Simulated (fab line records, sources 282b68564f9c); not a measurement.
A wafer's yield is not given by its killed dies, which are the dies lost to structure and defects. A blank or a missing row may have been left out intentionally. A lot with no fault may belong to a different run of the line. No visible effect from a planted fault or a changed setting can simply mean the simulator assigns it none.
Comparing a struck lot with a sound one / flow rit_cmos / 21 out of 202 route steps
Sound: the wafers L592.2, L592.4, L592.6. Wafers L603.1, L603.3, L603.5 were the ones struck. The cause comes at the end.
Order at every step that has rows: each side's tool, ch and its chambers, its first start. Under that, the readings that differ: sound wafers / struck wafers / difference of the means / sigmas: that difference in standard deviations of wafers without a fault.
alike: words and numbers the same on both sides, and readings whose means are apart by under 2 such deviations; not compared: readings that were withheld, readings missing a value for some wafer, numbers with overlapping values and no deviation given by the record, and bounds like >300 which may hide the same value.
A row with sigmas, a row that says differs or no value, or rows on one side alone: a step with any of these is where the two part. Non-overlapping numbers with no deviation appear without sigmas and do not part them. A reading missing from all wafers of one side parts the sides only when that side holds two or more wafers.

first, 3 steps without rows for these wafers: RIT_GATE_CLEAN_02 (cleans in dHF, time 30 s); RIT_GATE_CLEAN_03 (cleans in SC2, time 600 s); RIT_GATE_CLEAN_04 (cleans in dHF, time 60 s).
RIT_FOX2_THK_MEAS_91:
  sound on film_metro-03, day 3 01:37; struck on film_metro-03, day 5 09:09
  alike: FIELD_OXIDE_LEFT_2_THK
then, 2 steps without rows for these wafers: RIT_GATE_OXIDATION_05 (target thk 3 nm, ox time 270 s); RIT_GATE_ANNEAL_06 (time 600 s).
RIT_GATE_THK_MEAS_07:
  sound on film_metro-02, day 3 03:11; struck on film_metro-04, day 5 11:41
  alike: GATE_OXIDE_THK
then, 1 step without rows for these wafers: RIT_GATE_CVD_08 (deposits poly-Si from SiH4, target thk 250 nm, time 2220 s).
RIT_GATE_THK_MEAS_09:
  sound on film_metro-03, day 3 04:52; struck on film_metro-04, day 5 14:10
  alike: GATE_POLY_THK
then, 3 steps without rows for these wafers: RIT_GATE_HMDS_10 (prime time 60 s); RIT_GATE_COAT_11 (resist thk 850 nm); RIT_GATE_SOFTBAKE_12 (time 60 s).
RIT_GATE_EXPOSE_13: exposes mask M6, target cd 150 nm.
  sound on iline_stepper-01 ch 0, day 3 05:23; struck on iline_stepper-01 ch 0, day 5 14:40
reading=mask; sound=M6#0 M6#0 M6#0; struck=M6_R1#0 M6_R1#0 M6_R1#0; difference=differs; sigmas=
then, 2 steps without rows for these wafers: RIT_GATE_PEB_14; RIT_GATE_DEVELOP_15 (develop time 50 s).
RIT_GATE_CD_MEAS_16: target cd 150 nm.
  sound on cd_sem-01, day 3 05:47; struck on cd_sem-02, day 5 15:09
reading=cd_nm (nm); sound=150.8 151.5 153.9; struck=126.8 126.8 125.5; difference=-25.7; sigmas=-10
RIT_GATE_OVL_MEAS_17:
  sound on overlay-01, day 3 05:53; struck on overlay-02, day 5 15:16
  alike: GATE_OVL
then, 1 step without rows for these wafers: RIT_GATE_HARDBAKE_18 (time 60 s).
RIT_GATE_ETCH_19: etches poly-Si in SF6/CHF3/O2, stops on SiO2, time 165 s, target depth 312.5 nm.
  sound on rie_si-02 ch 0,2, day 3 06:08; struck on rie_si-01 ch 0,1,3, day 5 15:28
reading=model.GATE.cd_nm (nm); sound=150.2 151.6 154; struck=126.7 126.7 125.8; difference=-25.5; sigmas=
  alike: CHF3_flow_sccm, drypump_motor_current_A, oes_product_au, throttle_valve_pct
  not compared: rf_hours_counter_h
RIT_GATE_STRIP_20: strips in O2, time 180 s.
  sound on plasma_asher-03 ch 0,1, day 3 06:14; struck on plasma_asher-04 ch 0,1, day 5 15:34
  alike: drypump_motor_current_A
  not compared: rf_hours_counter_h
RIT_M1_PROBE_99:
  sound on prober-01, day 4 03:40; struck on prober-02, day 6 19:36
reading=killed_at_front_end; sound=7 5 10; struck=66 64 49; difference=+52; sigmas=+19
reading=killed_dies; sound=7 5 10; struck=66 64 49; difference=+52; sigmas=+19
reading=killed_on_rim; sound=1 2 4; struck=41 34 34; difference=+34; sigmas=+24
reading=model.etest.pmos_0p3.r_on_ohm_um; sound=6365 6332 6374; struck=5934 5937 5774; difference=-475; sigmas=
reading=model.etest.pmos_turned.r_on_ohm_um; sound=3486 3364 3466; struck=3116 3083 3018; difference=-366; sigmas=
reading=model.etest.pmos_0p15.r_on_ohm_um; sound=2787 2756 2814; struck=2393 2362 2308; difference=-431; sigmas=
reading=model.etest.nmos_0p15.r_on_ohm_um; sound=1217 1164 1197; struck=1064 1057 1024; difference=-144; sigmas=
reading=model.etest.nmos_0p3.r_on_ohm_um; sound=2269 2233 2272; struck=2097 2091 2041; difference=-182; sigmas=
reading=model.etest.nmos_0p15.drive_ua_um; sound=440.5 434.3 424.9; struck=565.6 564.5 578.3; difference=+136.2; sigmas=
reading=model.etest.pmos_0p15.drive_ua_um; sound=253.4 253.2 247.1; struck=314.2 316.8 324.8; difference=+67.4; sigmas=
reading=model.etest.npoly_line.line_ohm_um; sound=166 162.3 158.8; struck=221.7 218.7 223.4; difference=+58.9; sigmas=
  alike: killed_open, killed_short

== WHERE THEY PART ==
Earliest at RIT_GATE_EXPOSE_13; latest, in this record, at RIT_M1_PROBE_99.

WHY: what had been put in by the simulator
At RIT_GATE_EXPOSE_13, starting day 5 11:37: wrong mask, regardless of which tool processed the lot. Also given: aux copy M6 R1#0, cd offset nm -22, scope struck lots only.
